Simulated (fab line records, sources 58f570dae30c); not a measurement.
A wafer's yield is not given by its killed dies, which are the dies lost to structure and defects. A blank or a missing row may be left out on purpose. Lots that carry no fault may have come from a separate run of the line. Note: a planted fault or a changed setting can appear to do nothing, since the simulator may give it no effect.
A lot that was struck, set against a sound lot + flow berkeleyCmos170 + 23 out of 331 route steps
Sound: the wafers L574.3, L574.4, L574.5. Struck: wafers L588.3, L588.4, L588.5. The cause comes at the end.
At each step with rows: each side's tool, then ch and its chambers, then its first start. Under that, the readings that differ: sound wafers + struck wafers + difference of the means + sigmas: that difference in standard deviations of wafers without a fault.
alike: readings whose means differ by less than 2 such deviations, and words and numbers that are the same on both sides. not compared: withheld readings, readings that some wafer has no value for, bounds like >300 that may hide the same value, and numbers for which the record gives no deviation and whose values overlap.
The two part at a step that has a row with sigmas, a row that says differs or no value, or rows on one side only. Numbers that don't overlap but have no deviation are shown without sigmas and don't part them. Lack of a reading on every wafer of one side parts them only where that side has two or more wafers.

first, 3 steps without rows for these wafers: UCB170_SILICIDE_WET_ETCH_05 (etches Ti in SPM, time 45 s); UCB170_CONTACT_CLEAN_00 (cleans in SPM, time 600 s); UCB170_CONTACT_CVD_01 (deposits PSG from SiH4/O2/PH3, target thk 700 nm, time 2820 s).
UCB170_CONTACT_THK_MEAS_02:
  sound on filmMetro-02, day 8 22:59; struck on filmMetro-01, day 11 23:49
| reading              | sound       | struck      | difference | sigmas |
|----------------------|-------------|-------------|------------|--------|
| CONTACT_PSG_THK (nm) | 684 688 684 | 710 713 716 | +28        | +4     |
then, 3 steps without rows for these wafers: UCB170_CONTACT_HMDS_03 (prime time 60 s); UCB170_CONTACT_COAT_04 (resist thk 900 nm); UCB170_CONTACT_SOFTBAKE_05 (time 60 s).
UCB170_CONTACT_STRIP_06: strips in O2.
  sound on plasmaAsher-03 ch 0,1, day 8 23:31; struck on plasmaAsher-01 ch 0,1, day 12 00:20
  alike: drypumpMotorCurrentA, o2FlowSccm, oesProductAu, stripTimeToEndpointS
  not compared: rfHoursCounterH
then, 1 step without rows for these wafers: UCB170_CONTACT_CLEAN_07 (cleans in SPM, time 600 s).
UCB170_CONTACT_RTA_08: time 10 s.
  sound on rtpAnneal-01 ch 0, day 8 23:46; struck on rtpAnneal-02 ch 0, day 12 00:35
| reading          | sound             | struck            | difference | sigmas |
|------------------|-------------------|-------------------|------------|--------|
| wafer_temp_C_max | 903.9 904.1 903.2 | 905.8 908.9 905.8 | +3.1       | +3     |
  alike: lampPowerPct
then, 2 steps without rows for these wafers: UCB170_CONTACT_COAT_09; UCB170_CONTACT_COAT_10 (resist thk 900 nm).
UCB170_CONTACT_SOFTBAKE_11: time 60 s.
  sound on lithoTrack-01 ch 0, day 9 00:00; struck on lithoTrack-01 ch 0, day 12 01:00
then, 3 steps without rows for these wafers: UCB170_CONTACT_EXPOSE_12 (exposes mask CONT, target cd 700 nm); UCB170_CONTACT_PEB_13; UCB170_CONTACT_DEVELOP_14 (develop time 45 s).
UCB170_CONTACT_CD_MEAS_15: the cd target is 700 nm.
  sound on cdSem-02, day 9 00:49; struck on cdSem-02, day 12 01:40
| reading   | sound             | struck            | difference | sigmas |
|-----------|-------------------|-------------------|------------|--------|
| cdNm (nm) | 700.1 699.2 698.6 | 705.1 705.2 704.7 | +5.7       | +4     |
UCB170_CONTACT_OVL_MEAS_16:
  sound on overlay-01, day 9 00:55; struck on overlay-02, day 12 01:45
| reading          | sound    | struck  | difference | sigmas |
|------------------|----------|---------|------------|--------|
| CONTACT_OVL (nm) | 4 -15 -2 | 13 2 12 | +13        | +2     |
UCB170_CONTACT_ETCH_17: etches BARC in N2/H2.
  sound on rieDiel-03 ch 0,3, day 9 00:56; struck on rieDiel-02 ch 0,3, day 12 01:46
| reading                 | sound             | struck          | difference | sigmas |
|-------------------------|-------------------|-----------------|------------|--------|
| model.CONTACT.cdNm (nm) | 700.8 700.2 699.8 | 705.7 706.1 706 | +5.7       |        |
  alike: drypumpMotorCurrentA, oesProductAu, throttleValvePct
UCB170_CONTACT_ETCH_18: etches PSG in CHF3/CF4/Ar, stops on TiSi2, target depth 840 nm, time 195 s.
  sound on rieDiel-03 ch 0,3; struck on rieDiel-02 ch 0,3
| reading                 | sound             | struck            | difference | sigmas |
|-------------------------|-------------------|-------------------|------------|--------|
| oesProductAu (a.u.)     | 0.879 0.884 0.879 | 0.909 0.922 0.920 | +0.036     | +4     |
| model.CONTACT.cdNm (nm) | 700.2 700 699.3   | 705.4 705.8 705.7 | +5.8       |        |
  alike: drypumpMotorCurrentA, throttleValvePct
  not compared: rfHoursCounterH
UCB170_CONTACT_STRIP_19: strips in O2.
  sound on plasmaAsher-01 ch 0,1, day 9 01:08; struck on plasmaAsher-02 ch 0,1, day 12 01:58
  alike: drypumpMotorCurrentA, o2FlowSccm, oesProductAu
  not compared: rfHoursCounterH
UCB170_CONTACT_CD_MEAS_90: the cd target is 700 nm.
  sound on cdSem-01, day 9 01:15; struck on cdSem-01, day 12 02:05
| reading   | sound             | struck            | difference | sigmas |
|-----------|-------------------|-------------------|------------|--------|
| cdNm (nm) | 700.4 700.2 699.5 | 705.8 705.5 705.1 | +5.4       | +3     |
then, 1 step without rows for these wafers: UCB170_CONTACT_CLEAN_20 (cleans in SPM, time 600 s).

WHERE THEY PART
At UCB170_CONTACT_THK_MEAS_02 first; at UCB170_CONTACT_CD_MEAS_90 last (within this record only).

WHY: what the simulator had put in
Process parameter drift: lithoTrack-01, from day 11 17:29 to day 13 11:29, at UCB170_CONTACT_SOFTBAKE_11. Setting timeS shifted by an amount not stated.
